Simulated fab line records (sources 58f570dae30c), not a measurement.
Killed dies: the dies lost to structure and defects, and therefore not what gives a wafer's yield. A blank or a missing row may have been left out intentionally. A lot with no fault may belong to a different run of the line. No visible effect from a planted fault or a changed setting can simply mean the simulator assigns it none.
What tool caused it? :: flow berkeleyCmos170 :: 14 lots, 42 wafers sampled, at 3 steps of a route of 331

WHAT EACH GAUGE READ, for each wafer
UCB170_PVT_OVL_MEAS_06. Usual: PVT_OVL 0 nm, standard deviation 5.7.
lot: L281
measured: day 5 10:59
on: overlay-01
PVT_OVL (nm): -1 -1 -2
flag: 

lot: L282
measured: day 6 02:55
on: overlay-02
PVT_OVL (nm): 8 1 -1
flag: 

lot: L285
measured: day 6 09:51
on: overlay-02
PVT_OVL (nm): 3 0 5
flag: 

lot: L286
measured: day 7 08:11
on: overlay-02
PVT_OVL (nm): -4 -4 1
flag: 

lot: L288
measured: day 7 07:49
on: overlay-02
PVT_OVL (nm): 8 2 3
flag: 

lot: L287
measured: day 7 07:56
on: overlay-01
PVT_OVL (nm): -12 -14 -9
flag: 

lot: L289
measured: day 7 07:44
on: overlay-01
PVT_OVL (nm): -3 -2 -7
flag: 

lot: L291
measured: day 8 01:04
on: overlay-02
PVT_OVL (nm): 0 4 0
flag: 

lot: L292
measured: day 8 14:54
on: overlay-02
PVT_OVL (nm): 7 4 4
flag: 

lot: L294
measured: day 8 15:41
on: overlay-01
PVT_OVL (nm): -2 7 0
flag: 

lot: L293
measured: day 8 16:14
on: overlay-02
PVT_OVL (nm): -4 0 6
flag: 

lot: L295
measured: day 8 15:11
on: overlay-02
PVT_OVL (nm): -3 -1 1
flag: 

lot: L296
measured: day 8 19:24
on: overlay-02
PVT_OVL (nm): -11 -4 -7
flag: 

lot: L303
measured: day 10 20:21
on: overlay-02
PVT_OVL (nm): 9 8 4
flag: 

UCB170_GATE_CD_MEAS_90: the cd target is 350 nm. Usual: cdNm at 349.9 nm, with a standard deviation of 2.
lot: L281
measured: day 6 02:16
on: cdSem-02
cdNm (nm): 349.0 348.2 350.7
flag: 

lot: L282
measured: day 6 17:51
on: cdSem-02
cdNm (nm): 349.5 350.3 349.6
flag: 

lot: L285
measured: day 6 21:29
on: cdSem-01
cdNm (nm): 350.3 347.0 345.8
flag: 

lot: L286
measured: day 7 23:01
on: cdSem-01
cdNm (nm): 348.4 347.9 350.2
flag: 

lot: L288
measured: day 7 23:05
on: cdSem-01
cdNm (nm): 351.9 350.9 350.7
flag: 

lot: L287
measured: day 7 23:17
on: cdSem-02
cdNm (nm): 349.5 350.4 352.4
flag: 

lot: L289
measured: day 7 22:52
on: cdSem-02
cdNm (nm): 353.0 349.7 349.1
flag: 

lot: L291
measured: day 8 15:13
on: cdSem-02
cdNm (nm): 349.8 349.0 351.3
flag: 

lot: L292
measured: day 9 09:01
on: cdSem-01
cdNm (nm): 353.0 352.5 350.1
flag: 

lot: L294
measured: day 9 08:46
on: cdSem-02
cdNm (nm): 353.0 352.1 352.2
flag: 

lot: L293
measured: day 9 09:28
on: cdSem-02
cdNm (nm): 349.9 354.3 352.0
flag: 

lot: L295
measured: day 9 09:01
on: cdSem-02
cdNm (nm): 345.7 347.4 346.1
flag: 

lot: L296
measured: day 9 09:16
on: cdSem-01
cdNm (nm): 350.4 350.9 349.3
flag: 

lot: L303
measured: day 11 12:16
on: cdSem-02
cdNm (nm): 346.4 346.8 348.3
flag: 

WHAT TOOL EACH LOT RAN ON (gives the tool, then ch and the chambers of the sampled wafers, and finally the start)
lot: L281
UCB170_NWELL_STRIP_15: plasmaAsher-04 ch 0,1, day 2 08:45

lot: L282
UCB170_NWELL_STRIP_15: plasmaAsher-04 ch 0,1, day 2 16:23

lot: L285
UCB170_NWELL_STRIP_15: plasmaAsher-01 ch 0,1, day 3 08:43

lot: L286
UCB170_NWELL_STRIP_15: plasmaAsher-01 ch 0,1, day 3 17:04

lot: L288
UCB170_NWELL_STRIP_15: plasmaAsher-04 ch 0,1, day 3 23:26

lot: L287
UCB170_NWELL_STRIP_15: plasmaAsher-03 ch 0,1, day 3 23:29

lot: L289
UCB170_NWELL_STRIP_15: plasmaAsher-04 ch 0,1, day 4 04:10

lot: L291
UCB170_NWELL_STRIP_15: plasmaAsher-03 ch 0,1, day 4 16:13

lot: L292
UCB170_NWELL_STRIP_15: plasmaAsher-01 ch 0,1, day 4 23:19

lot: L294
UCB170_NWELL_STRIP_15: plasmaAsher-01 ch 0, day 5 03:05

lot: L293
UCB170_NWELL_STRIP_15: plasmaAsher-03 ch 0,1, day 5 03:22

lot: L295
UCB170_NWELL_STRIP_15: plasmaAsher-01 ch 0,1, day 5 05:19

lot: L296
UCB170_NWELL_STRIP_15: plasmaAsher-01 ch 0,1, day 5 11:38

lot: L303
UCB170_NWELL_STRIP_15: plasmaAsher-01 ch 0,1, day 7 03:01
- UCB170_NWELL_STRIP_15: strips in O2.

AS READ BY THE TOOLS THEMSELVES (means over the sampled wafers that have a number; for cases with no such wafer, the mark the record gives instead)
UCB170_NWELL_STRIP_15. Usual: chamberPressureMTorr 3500 mTorr, standard deviation 3.5; drypumpMotorCurrentA 5.7 A, standard deviation 0.53; oesProductAu 0.720 a.u., standard deviation 0.0046; stripTimeToEndpointS 17.97 s, standard deviation 0.12.
lot: L281
tool: plasmaAsher-04
chamberPressureMTorr (mTorr): 3502
drypumpMotorCurrentA (A): 5.2
oesProductAu (a.u.): 0.718
stripTimeToEndpointS (s): 17.81
flag: 

lot: L282
tool: plasmaAsher-04
chamberPressureMTorr (mTorr): 3499
drypumpMotorCurrentA (A): 5.1
oesProductAu (a.u.): 0.716
stripTimeToEndpointS (s): 17.87
flag: 

lot: L285
tool: plasmaAsher-01
chamberPressureMTorr (mTorr): 3499
drypumpMotorCurrentA (A): 6.1
oesProductAu (a.u.): 0.715
stripTimeToEndpointS (s): 18.00
flag: 

lot: L286
tool: plasmaAsher-01
chamberPressureMTorr (mTorr): 3499
drypumpMotorCurrentA (A): 6.4
oesProductAu (a.u.): 0.720
stripTimeToEndpointS (s): 17.97
flag: 

lot: L288
tool: plasmaAsher-04
chamberPressureMTorr (mTorr): 3496
drypumpMotorCurrentA (A): 5.1
oesProductAu (a.u.): 0.719
stripTimeToEndpointS (s): 18.10
flag: 

lot: L287
tool: plasmaAsher-03
chamberPressureMTorr (mTorr): 3503
drypumpMotorCurrentA (A): 5.7
oesProductAu (a.u.): 0.723
stripTimeToEndpointS (s): 17.88
flag: 

lot: L289
tool: plasmaAsher-04
chamberPressureMTorr (mTorr): 3499
drypumpMotorCurrentA (A): 5.1
oesProductAu (a.u.): 0.721
stripTimeToEndpointS (s): 17.97
flag: 

lot: L291
tool: plasmaAsher-03
chamberPressureMTorr (mTorr): 3499
drypumpMotorCurrentA (A): 5.8
oesProductAu (a.u.): 0.721
stripTimeToEndpointS (s): 18.04
flag: 

lot: L292
tool: plasmaAsher-01
chamberPressureMTorr (mTorr): 3501
drypumpMotorCurrentA (A): 6.4
oesProductAu (a.u.): 0.720
stripTimeToEndpointS (s): 18.00
flag: 

lot: L294
tool: plasmaAsher-01
chamberPressureMTorr (mTorr): 3499
drypumpMotorCurrentA (A): 6.6
oesProductAu (a.u.): 0.721
stripTimeToEndpointS (s): 18.14
flag: 

lot: L293
tool: plasmaAsher-03
chamberPressureMTorr (mTorr): 3499
drypumpMotorCurrentA (A): 5.8
oesProductAu (a.u.): 0.721
stripTimeToEndpointS (s): 17.86
flag: 

lot: L295
tool: plasmaAsher-01
chamberPressureMTorr (mTorr): 3503
drypumpMotorCurrentA (A): 6.4
oesProductAu (a.u.): 0.721
stripTimeToEndpointS (s): 18.15
flag: 

lot: L296
tool: plasmaAsher-01
chamberPressureMTorr (mTorr): 3502
drypumpMotorCurrentA (A): 6.1
oesProductAu (a.u.): 0.723
stripTimeToEndpointS (s): 18.12
flag: 

lot: L303
tool: plasmaAsher-01
chamberPressureMTorr (mTorr): 3498
drypumpMotorCurrentA (A): 6.1
oesProductAu (a.u.): 0.724
stripTimeToEndpointS (s): 17.90
flag: 

THE ANSWER, worked out from the rows above alone
Rule: lot off if the mean of its wafers having a number is beyond 3 standard deviations from the usual mean. A lot without any number at a reading at which 4 lots or more have one is off too. The other lots that the step has rows for count as sound. The gauges are gone through in route order, then the tools' own readings, and for those a lot's mean is taken as printed above. At the first step where some lot is off, the reading lying furthest off is the one used; lots without a number count as furthest.
Nothing can be told from this: no lot is off at any reading shown.

WHAT HAD BEEN PUT IN BY THE SIMULATOR
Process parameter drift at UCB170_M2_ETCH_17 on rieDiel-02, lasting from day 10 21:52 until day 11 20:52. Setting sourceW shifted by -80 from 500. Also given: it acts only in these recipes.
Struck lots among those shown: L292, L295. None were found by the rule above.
